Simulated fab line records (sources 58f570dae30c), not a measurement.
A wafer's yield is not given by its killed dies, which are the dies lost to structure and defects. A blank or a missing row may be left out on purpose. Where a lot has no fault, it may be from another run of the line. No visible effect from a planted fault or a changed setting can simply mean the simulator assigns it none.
What tool caused it? + flow berkeley-cmos170 + 42 wafers from 14 lots sampled at 5 of the route's 331 steps

== WHAT THE GAUGES SHOWED, per wafer ==
UCB170_M1_CD_MEAS_09 targets a cd of 700 nm.
| lot  | measured     | on        | cd-nm (nm)        |
|------|--------------|-----------|-------------------|
| L993 | day 7 17:43  | cd-sem-02 | 699.6 700.0 700.7 |
| L994 | day 8 21:07  | cd-sem-01 | 701.1 701.2 700.3 |
| L995 | day 8 21:23  | cd-sem-02 | 702.2 700.2 701.0 |
| L996 | day 8 23:01  | cd-sem-02 | 698.2 697.5 698.7 |
| L997 | day 9 18:59  | cd-sem-01 | 700.2 699.4 698.4 |
| L998 | day 9 20:25  | cd-sem-01 | 701.5 703.2 701.7 |
| L102 | day 10 17:30 | cd-sem-01 | 698.6 701.2 700.1 |
| L107 | day 11 15:57 | cd-sem-02 | 700.5 699.2 701.5 |
| L108 | day 11 15:44 | cd-sem-01 | 701.6 701.5 702.0 |
| L109 | day 11 16:51 | cd-sem-01 | 696.8 699.2 697.7 |
| L111 | day 12 19:46 | cd-sem-01 | 700.9 700.9 700.2 |
| L115 | day 12 20:02 | cd-sem-01 | 699.6 700.7 700.3 |
| L114 | day 12 20:44 | cd-sem-01 | 700.5 699.9 699.1 |
| L112 | day 12 21:01 | cd-sem-01 | 699.8 701.0 701.9 |

UCB170_M2_CD_MEAS_90 targets a cd of 700 nm.
| lot  | measured     | on        | cd-nm (nm)              |
|------|--------------|-----------|-------------------------|
| L993 | day 8 01:49  | cd-sem-01 | 704 700 704             |
| L994 | day 9 10:29  | cd-sem-02 | 694 693 692             |
| L995 | day 9 10:32  | cd-sem-01 | 700 700 702             |
| L996 | day 9 10:22  | cd-sem-01 | 702 703 693             |
| L997 | day 10 02:32 | cd-sem-02 | 701 694 696             |
| L998 | day 10 05:25 | cd-sem-01 | 704 662 702 704 662 702 |
| L102 | day 11 03:39 | cd-sem-01 | 668 665 702 667 665 702 |
| L107 | day 12 01:08 | cd-sem-02 | 706 703 705             |
| L108 | day 11 23:26 | cd-sem-02 | 702 703 702             |
| L109 | day 12 00:54 | cd-sem-01 | 696 698 697             |
| L111 | day 13 02:47 | cd-sem-02 | 699 697 695             |
| L115 | day 13 05:14 | cd-sem-01 | 702 700 700             |
| L114 | day 13 09:26 | cd-sem-01 | 700 704 704             |
| L112 | day 13 10:40 | cd-sem-02 | 699 703 700             |

== WHAT TOOL EACH LOT RAN ON (gives the tool, then ch and the chambers of the sampled wafers, and finally the start) ==
| lot  | UCB170_CONTACT_RTA_08            | UCB170_M2_METAL_ETCH_18           | UCB170_M2_STRIP_19                   |
|------|----------------------------------|-----------------------------------|--------------------------------------|
| L993 | rtp-anneal-02 ch 0, day 7 14:55  | rie-metal-04 ch 0,1, day 8 01:30  | plasma-asher-01 ch 0,1, day 8 01:41  |
| L994 | rtp-anneal-01 ch 0, day 8 18:13  | rie-metal-04 ch 0,1, day 9 10:11  | plasma-asher-02 ch 0,1, day 9 10:23  |
| L995 | rtp-anneal-02 ch 0, day 8 18:23  | rie-metal-03 ch 0, day 9 10:15    | plasma-asher-01 ch 0,1, day 9 10:26  |
| L996 | rtp-anneal-01 ch 0, day 8 20:11  | rie-metal-01 ch 0,1, day 9 10:05  | plasma-asher-03 ch 0,1, day 9 10:16  |
| L997 | rtp-anneal-01 ch 0, day 9 13:53  | rie-metal-01 ch 0,1, day 10 02:17 | plasma-asher-01 ch 0,1, day 10 02:26 |
| L998 | rtp-anneal-01 ch 0, day 9 16:28  | rie-metal-01 ch 0,1, day 10 05:07 | plasma-asher-03 ch 0,1, day 10 05:18 |
| L102 | rtp-anneal-01 ch 0, day 10 14:26 | rie-metal-01 ch 0,1, day 11 03:22 | plasma-asher-01 ch 0,1, day 11 03:31 |
| L107 | rtp-anneal-02 ch 0, day 11 11:47 | rie-metal-01 ch 1, day 12 00:39   | plasma-asher-03 ch 0,1, day 12 01:02 |
| L108 | rtp-anneal-01 ch 0, day 11 11:48 | rie-metal-03 ch 0,1, day 11 23:08 | plasma-asher-01 ch 0,1, day 11 23:19 |
| L109 | rtp-anneal-01 ch 0, day 11 11:53 | rie-metal-04 ch 0,1, day 12 00:35 | plasma-asher-02 ch 0,1, day 12 00:47 |
| L111 | rtp-anneal-01 ch 0, day 12 15:49 | rie-metal-03 ch 0, day 13 02:28   | plasma-asher-03 ch 0, day 13 02:40   |
| L115 | rtp-anneal-02 ch 0, day 12 16:05 | rie-metal-04 ch 1, day 13 04:49   | plasma-asher-02 ch 0,1, day 13 05:07 |
| L114 | rtp-anneal-02 ch 0, day 12 16:22 | rie-metal-03 ch 0,1, day 13 09:09 | plasma-asher-01 ch 1, day 13 09:20   |
| L112 | rtp-anneal-01 ch 0, day 12 16:32 | rie-metal-03 ch 0,1, day 13 10:22 | plasma-asher-03 ch 0,1, day 13 10:34 |
- UCB170_CONTACT_RTA_08: time 10 s.
- UCB170_M2_METAL_ETCH_18: etches Al in Cl2/BCl3, stops on SiO2, target depth 1170 nm, time 195 s.
- UCB170_M2_STRIP_19: strips in O2.

== AS READ BY THE TOOLS THEMSELVES (means over the sampled wafers that have a number; for cases with no such wafer, the mark the record gives instead) ==
UCB170_CONTACT_RTA_08.
| lot  | tool          | chamber-o2-ppm | lamp-power-pct (%) | wafer_temp_C_max |
|------|---------------|----------------|--------------------|------------------|
| L993 | rtp-anneal-02 | 2.038          | 26.04              | 905.6            |
| L994 | rtp-anneal-01 | 2.034          | 25.84              | 903.0            |
| L995 | rtp-anneal-02 | 1.994          | 26.07              | 907.0            |
| L996 | rtp-anneal-01 | 1.995          | 25.81              | 903.2            |
| L997 | rtp-anneal-01 | 2.002          | 25.82              | 902.7            |
| L998 | rtp-anneal-01 | 2.021          | 25.83              | 903.1            |
| L102 | rtp-anneal-01 | 2.021          | 25.84              | 903.0            |
| L107 | rtp-anneal-02 | 1.991          | 26.05              | 905.7            |
| L108 | rtp-anneal-01 | 2.010          | 25.84              | 902.4            |
| L109 | rtp-anneal-01 | 2.019          | 25.83              | 902.0            |
| L111 | rtp-anneal-01 | 1.990          | 25.85              | 903.0            |
| L115 | rtp-anneal-02 | 1.986          | 26.06              | 905.9            |
| L114 | rtp-anneal-02 | 1.987          | 26.05              | 906.2            |
| L112 | rtp-anneal-01 | 2.019          | 25.83              | 903.5            |

UCB170_M2_METAL_ETCH_18.
| lot  | tool         | drypump-motor-current-A (A) | oes-product-au (a.u.) | run-length-s (s) | throttle-valve-pct (%) |
|------|--------------|-----------------------------|-----------------------|------------------|------------------------|
| L993 | rie-metal-04 | 5.0                         | 0.855                 | 224.1            | 24.22                  |
| L994 | rie-metal-04 | 5.0                         | 0.852                 | 224.0            | 24.38                  |
| L995 | rie-metal-03 | 6.2                         | 0.838                 | 223.9            | 24.56                  |
| L996 | rie-metal-01 | 6.1                         | 0.853                 | 222.6            | 24.44                  |
| L997 | rie-metal-01 | 5.8                         | 0.857                 | 223.2            | 24.51                  |
| L998 | rie-metal-01 | 6.1                         | 0.793                 | 262.5            | 24.46                  |
| L102 | rie-metal-01 | 5.8                         | 0.738                 | 302.6            | 24.57                  |
| L107 | rie-metal-01 | 6.5                         | 0.853                 | 222.7            | 24.37                  |
| L108 | rie-metal-03 | 5.8                         | 0.849                 | 223.7            | 24.52                  |
| L109 | rie-metal-04 | 5.0                         | 0.850                 | 226.8            | 24.38                  |
| L111 | rie-metal-03 | 6.2                         | 0.845                 | 223.6            | 24.56                  |
| L115 | rie-metal-04 | 5.0                         | 0.851                 | 224.1            | 24.56                  |
| L114 | rie-metal-03 | 5.5                         | 0.843                 | 223.5            | 24.48                  |
| L112 | rie-metal-03 | 5.8                         | 0.833                 | 223.5            | 24.53                  |

UCB170_M2_STRIP_19.
| lot  | tool            | drypump-motor-current-A (A) | o2-flow-sccm (sccm) | oes-product-au (a.u.) |
|------|-----------------|-----------------------------|---------------------|-----------------------|
| L993 | plasma-asher-01 | 5.6                         | 400.0               | 0.527                 |
| L994 | plasma-asher-02 | 5.8                         | 401.1               | 0.515                 |
| L995 | plasma-asher-01 | 5.6                         | 399.5               | 0.540                 |
| L996 | plasma-asher-03 | 5.6                         | 399.5               | 0.537                 |
| L997 | plasma-asher-01 | 5.6                         | 399.7               | 0.533                 |
| L998 | plasma-asher-03 | 5.2                         | 399.6               | 0.468                 |
| L102 | plasma-asher-01 | 5.5                         | 399.3               | 0.387                 |
| L107 | plasma-asher-03 | 5.5                         | 400.2               | 0.525                 |
| L108 | plasma-asher-01 | 5.5                         | 399.5               | 0.545                 |
| L109 | plasma-asher-02 | 5.8                         | 401.1               | 0.524                 |
| L111 | plasma-asher-03 | 5.9                         | 400.6               | 0.548                 |
| L115 | plasma-asher-02 | 5.8                         | 399.7               | 0.510                 |
| L114 | plasma-asher-01 | 5.7                         | 400.8               | 0.558                 |
| L112 | plasma-asher-03 | 5.3                         | 400.0               | 0.561                 |

== THE ANSWER, worked out from the rows above alone ==
Rule: the usual values come from the lots themselves. Put in order of their means at a reading, lots are off if they are a third of the lots or fewer, leave a main group of 4 or more, and stand apart from it by a gap of 3 or more times the standard deviation of the main group's means; of several such gaps the widest counts. Not used: any main group whose means are identical at the precision the tables above print for the reading. Also off: a lot with no number at a reading for which 4 or more lots have one. All remaining lots with rows at the step are treated as sound. The gauges are gone through in route order, then the tools' own readings, and for those a lot's mean is taken as printed above. The first step at which some lot is off is used, and at that step the reading that is off furthest; a lot without a number counts as furthest.
Off, at UCB170_M2_METAL_ETCH_18 on run-length-s: L998, L102. For the main group the mean is 223.8 s and the standard deviation 1.
A tool fits if, at that step or a process step before it, it ran every lot that is off, and no sound lot after the first of them. Of those tried, none fits.

== WHAT THE SIMULATOR HAD INSERTED ==
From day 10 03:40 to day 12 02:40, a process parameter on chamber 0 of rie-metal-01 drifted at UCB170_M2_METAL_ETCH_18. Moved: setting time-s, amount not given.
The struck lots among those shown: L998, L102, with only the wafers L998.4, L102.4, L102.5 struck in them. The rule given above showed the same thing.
